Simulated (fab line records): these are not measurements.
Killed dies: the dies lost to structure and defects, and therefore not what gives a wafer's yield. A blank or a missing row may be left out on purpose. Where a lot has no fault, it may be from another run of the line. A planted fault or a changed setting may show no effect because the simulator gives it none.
Which tool was responsible? :: flow rit_cmos :: 42 wafers from 14 lots sampled at 5 of the route's 202 steps

== WHAT THE GAUGES READ, wafer by wafer ==
RIT_NRETRO_OVL_MEAS_06. Usual: for NRETRO_OVL the level is 0.3 nm and the standard deviation is 1.5.
lot: L148
measured: day 2 05:51
on: overlay-02
NRETRO_OVL (nm): 1.8 1.2 1.6
flag: 

lot: L149
measured: day 2 10:52
on: overlay-01
NRETRO_OVL (nm): -1.7 1.9 0.7
flag: 

lot: L151
measured: day 2 23:52
on: overlay-02
NRETRO_OVL (nm): 1.0 0.3 0.2
flag: 

lot: L152
measured: day 3 03:34
on: overlay-02
NRETRO_OVL (nm): 1.3 0.2 1.7
flag: 

lot: L154
measured: day 3 12:02
on: overlay-02
NRETRO_OVL (nm): -2.0 0.1 -0.2
flag: 

lot: L155
measured: day 3 22:08
on: overlay-02
NRETRO_OVL (nm): 1.0 0.5 2.6
flag: 

lot: L158
measured: day 4 09:34
on: overlay-02
NRETRO_OVL (nm): -2.5 -3.2 -1.0
flag: 

lot: L159
measured: day 4 13:38
on: overlay-01
NRETRO_OVL (nm): 0.6 2.4 0.4
flag: 

lot: L160
measured: day 4 18:37
on: overlay-02
NRETRO_OVL (nm): -0.2 -2.2 1.0
flag: 

lot: L161
measured: day 4 23:17
on: overlay-01
NRETRO_OVL (nm): 2.8 2.1 3.1
flag: 

lot: L162
measured: day 5 04:26
on: overlay-02
NRETRO_OVL (nm): 0.2 -0.9 -0.7
flag: 

lot: L163
measured: day 5 09:21
on: overlay-01
NRETRO_OVL (nm): 0.0 -1.8 -0.1
flag: 

lot: L164
measured: day 5 15:17
on: overlay-01
NRETRO_OVL (nm): -0.2 -0.6 0.3
flag: 

lot: L170
measured: day 6 20:02
on: overlay-02
NRETRO_OVL (nm): -1.4 -0.9 0.3
flag: 

RIT_SILICIDE_RS_MEAS_02: a four-point-probe measurement. Usual: for SILICIDE_TI_RS the level is 47.9 ohm/sq and the standard deviation is 0.64.
lot: L148
measured: day 3 04:08
on: film_metro-03
SILICIDE_TI_RS (ohm/sq): 48.7 47.8 48.5
flag: 

lot: L149
measured: day 3 08:19
on: film_metro-04
SILICIDE_TI_RS (ohm/sq): 47.8 47.3 47.7
flag: 

lot: L151
measured: day 3 22:37
on: film_metro-01
SILICIDE_TI_RS (ohm/sq): 49.0 48.4 48.4
flag: 

lot: L152
measured: day 4 06:31
on: film_metro-01
SILICIDE_TI_RS (ohm/sq): 46.6 47.5 47.5
flag: 

lot: L154
measured: day 4 10:31
on: film_metro-04
SILICIDE_TI_RS (ohm/sq): 48.3 48.3 49.1
flag: 

lot: L155
measured: day 4 19:33
on: film_metro-01
SILICIDE_TI_RS (ohm/sq): 47.2 46.8 47.2
flag: 

lot: L158
measured: day 5 11:30
on: film_metro-04
SILICIDE_TI_RS (ohm/sq): 49.3 48.7 48.5
flag: 

lot: L159
measured: day 5 16:14
on: film_metro-01
SILICIDE_TI_RS (ohm/sq): 47.7 47.3 47.3
flag: 

lot: L160
measured: day 5 18:19
on: film_metro-01
SILICIDE_TI_RS (ohm/sq): 47.4 47.9 47.6
flag: 

lot: L161
measured: day 5 23:33
on: film_metro-03
SILICIDE_TI_RS (ohm/sq): 47.4 42.4 42.2
flag: OFF

lot: L162
measured: day 6 03:55
on: film_metro-03
SILICIDE_TI_RS (ohm/sq): 47.2 46.8 47.9
flag: 

lot: L163
measured: day 6 06:28
on: film_metro-01
SILICIDE_TI_RS (ohm/sq): 42.0 47.7 47.9
flag: OFF

lot: L164
measured: day 6 12:07
on: film_metro-03
SILICIDE_TI_RS (ohm/sq): 47.1 48.4 49.0
flag: 

lot: L170
measured: day 7 19:08
on: film_metro-03
SILICIDE_TI_RS (ohm/sq): 47.1 47.0 47.5
flag: 

RIT_SILICIDE_THK_MEAS_03: measures by xrf. Usual: for SILICIDE_TI_THK the level is 30.3 nm and the standard deviation is 0.33.
lot: L148
measured: day 3 04:14
on: film_metro-03
SILICIDE_TI_THK (nm): 29.8 30.3 29.9
flag: 

lot: L149
measured: day 3 08:26
on: film_metro-04
SILICIDE_TI_THK (nm): 30.4 30.6 30.3
flag: 

lot: L151
measured: day 3 22:43
on: film_metro-01
SILICIDE_TI_THK (nm): 29.9 29.9 30.2
flag: 

lot: L152
measured: day 4 06:37
on: film_metro-01
SILICIDE_TI_THK (nm): 31.2 30.6 30.6
flag: 

lot: L154
measured: day 4 10:37
on: film_metro-04
SILICIDE_TI_THK (nm): 30.3 30.1 29.9
flag: 

lot: L155
measured: day 4 19:40
on: film_metro-01
SILICIDE_TI_THK (nm): 30.6 31.1 30.7
flag: 

lot: L158
measured: day 5 11:35
on: film_metro-04
SILICIDE_TI_THK (nm): 29.7 29.8 30.0
flag: 

lot: L159
measured: day 5 16:21
on: film_metro-01
SILICIDE_TI_THK (nm): 30.3 30.3 30.3
flag: 

lot: L160
measured: day 5 18:26
on: film_metro-01
SILICIDE_TI_THK (nm): 30.3 30.2 30.1
flag: 

lot: L161
measured: day 5 23:40
on: film_metro-03
SILICIDE_TI_THK (nm): 30.4 33.1 33.2
flag: OFF

lot: L162
measured: day 6 04:02
on: film_metro-03
SILICIDE_TI_THK (nm): 30.5 30.7 30.1
flag: 

lot: L163
measured: day 6 06:35
on: film_metro-01
SILICIDE_TI_THK (nm): 33.6 30.4 30.3
flag: OFF

lot: L164
measured: day 6 12:14
on: film_metro-03
SILICIDE_TI_THK (nm): 30.5 30.0 29.6
flag: 

lot: L170
measured: day 7 19:16
on: film_metro-03
SILICIDE_TI_THK (nm): 30.5 30.7 30.4
flag: 

== WHAT TOOL EACH LOT RAN ON (gives the tool, then ch and the chambers of the sampled wafers, and finally the start) ==
lot: L148
RIT_ACTIVE_STRIP_14: plasma_asher-03 ch 0,1, day 1 15:43
RIT_SILICIDE_SPUTTER_01: pvd_sputter-01, day 3 03:58

lot: L149
RIT_ACTIVE_STRIP_14: plasma_asher-01 ch 0,1, day 1 20:41
RIT_SILICIDE_SPUTTER_01: pvd_sputter-03, day 3 08:10

lot: L151
RIT_ACTIVE_STRIP_14: plasma_asher-03 ch 1, day 2 07:37
RIT_SILICIDE_SPUTTER_01: pvd_sputter-03, day 3 22:26

lot: L152
RIT_ACTIVE_STRIP_14: plasma_asher-01 ch 0,1, day 2 11:38
RIT_SILICIDE_SPUTTER_01: pvd_sputter-01, day 4 06:19

lot: L154
RIT_ACTIVE_STRIP_14: plasma_asher-01 ch 0,1, day 2 20:54
RIT_SILICIDE_SPUTTER_01: pvd_sputter-01, day 4 10:23

lot: L155
RIT_ACTIVE_STRIP_14: plasma_asher-03 ch 0,1, day 3 03:14
RIT_SILICIDE_SPUTTER_01: pvd_sputter-03, day 4 19:24

lot: L158
RIT_ACTIVE_STRIP_14: plasma_asher-02 ch 0,1, day 3 17:28
RIT_SILICIDE_SPUTTER_01: pvd_sputter-01, day 5 11:17

lot: L159
RIT_ACTIVE_STRIP_14: plasma_asher-03 ch 0, day 3 22:53
RIT_SILICIDE_SPUTTER_01: pvd_sputter-03, day 5 16:05

lot: L160
RIT_ACTIVE_STRIP_14: plasma_asher-01 ch 0,1, day 4 03:41
RIT_SILICIDE_SPUTTER_01: pvd_sputter-01, day 5 18:10

lot: L161
RIT_ACTIVE_STRIP_14: plasma_asher-02 ch 0,1, day 4 08:44
RIT_SILICIDE_SPUTTER_01: pvd_sputter-01, day 5 23:24

lot: L162
RIT_ACTIVE_STRIP_14: plasma_asher-01 ch 0,1, day 4 13:09
RIT_SILICIDE_SPUTTER_01: pvd_sputter-04, day 6 03:46

lot: L163
RIT_ACTIVE_STRIP_14: plasma_asher-03 ch 0,1, day 4 18:11
RIT_SILICIDE_SPUTTER_01: pvd_sputter-01, day 6 06:19

lot: L164
RIT_ACTIVE_STRIP_14: plasma_asher-03 ch 0,1, day 5 00:58
RIT_SILICIDE_SPUTTER_01: pvd_sputter-04, day 6 11:58

lot: L170
RIT_ACTIVE_STRIP_14: plasma_asher-01 ch 0,1, day 6 06:07
RIT_SILICIDE_SPUTTER_01: pvd_sputter-03, day 7 18:59
- RIT_ACTIVE_STRIP_14: strips in O2, time 180 s.
- RIT_SILICIDE_SPUTTER_01: material Ti, target thk 30 nm, time 240 s.

== WHAT THE TOOLS THEMSELVES READ (means of the sampled wafers that have a number; where no wafer has one, the mark that the record gives instead) ==
RIT_ACTIVE_STRIP_14. Usual: drypump_motor_current_A 5.5 A, standard deviation 0.35.
lot: L148
tool: plasma_asher-03
drypump_motor_current_A (A): 5.4
flag: 

lot: L149
tool: plasma_asher-01
drypump_motor_current_A (A): 5.8
flag: 

lot: L151
tool: plasma_asher-03
drypump_motor_current_A (A): 5.5
flag: 

lot: L152
tool: plasma_asher-01
drypump_motor_current_A (A): 5.9
flag: 

lot: L154
tool: plasma_asher-01
drypump_motor_current_A (A): 5.9
flag: 

lot: L155
tool: plasma_asher-03
drypump_motor_current_A (A): 5.2
flag: 

lot: L158
tool: plasma_asher-02
drypump_motor_current_A (A): 5.4
flag: 

lot: L159
tool: plasma_asher-03
drypump_motor_current_A (A): 5.1
flag: 

lot: L160
tool: plasma_asher-01
drypump_motor_current_A (A): 5.8
flag: 

lot: L161
tool: plasma_asher-02
drypump_motor_current_A (A): 5.1
flag: 

lot: L162
tool: plasma_asher-01
drypump_motor_current_A (A): 5.9
flag: 

lot: L163
tool: plasma_asher-03
drypump_motor_current_A (A): 5.2
flag: 

lot: L164
tool: plasma_asher-03
drypump_motor_current_A (A): 5.4
flag: 

lot: L170
tool: plasma_asher-01
drypump_motor_current_A (A): 5.8
flag: 

RIT_SILICIDE_SPUTTER_01. Usual: throttle_valve_pct 29.8 %, standard deviation 0.78.
lot: L148
tool: pvd_sputter-01
throttle_valve_pct (%): 30.5
flag: 

lot: L149
tool: pvd_sputter-03
throttle_valve_pct (%): 30.0
flag: 

lot: L151
tool: pvd_sputter-03
throttle_valve_pct (%): 29.6
flag: 

lot: L152
tool: pvd_sputter-01
throttle_valve_pct (%): 30.1
flag: 

lot: L154
tool: pvd_sputter-01
throttle_valve_pct (%): 30.1
flag: 

lot: L155
tool: pvd_sputter-03
throttle_valve_pct (%): 29.6
flag: 

lot: L158
tool: pvd_sputter-01
throttle_valve_pct (%): 30.3
flag: 

lot: L159
tool: pvd_sputter-03
throttle_valve_pct (%): 29.6
flag: 

lot: L160
tool: pvd_sputter-01
throttle_valve_pct (%): 30.1
flag: 

lot: L161
tool: pvd_sputter-01
throttle_valve_pct (%): 30.4
flag: 

lot: L162
tool: pvd_sputter-04
throttle_valve_pct (%): 29.1
flag: 

lot: L163
tool: pvd_sputter-01
throttle_valve_pct (%): 30.5
flag: 

lot: L164
tool: pvd_sputter-04
throttle_valve_pct (%): 29.1
flag: 

lot: L170
tool: pvd_sputter-03
throttle_valve_pct (%): 29.5
flag: 

== THE ANSWER, worked out from the rows above alone ==
Rule: take the mean of a lot's wafers that have a number; if it is more than 3 standard deviations from the usual mean, the lot is off. Also off: a lot with no number at a reading for which 4 or more lots have one. All remaining lots with rows at the step are treated as sound. The gauges are gone through in route order, then the tools' own readings, and for those a lot's mean is taken as printed above. The first step at which some lot is off is used, and at that step the reading that is off furthest; a lot without a number counts as furthest.
Off: L161, L163, at RIT_SILICIDE_RS_MEAS_02 (SILICIDE_TI_RS).
If a tool, at a process step before that reading, ran all the lots that are off and no sound lot after the first of them, it fits. Those tools and the gauges at RIT_SILICIDE_RS_MEAS_02 are tried in the same way. One fits: RIT_SILICIDE_SPUTTER_01 on pvd_sputter-01. A fault onset in the window from L160 (day 5 18:10, its last sound lot) to L161 (day 5 23:24, its first lot off) fits.

== WHAT THE SIMULATOR HAD INSERTED ==
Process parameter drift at RIT_SILICIDE_SPUTTER_01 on pvd_sputter-01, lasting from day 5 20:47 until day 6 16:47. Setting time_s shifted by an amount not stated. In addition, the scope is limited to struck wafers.
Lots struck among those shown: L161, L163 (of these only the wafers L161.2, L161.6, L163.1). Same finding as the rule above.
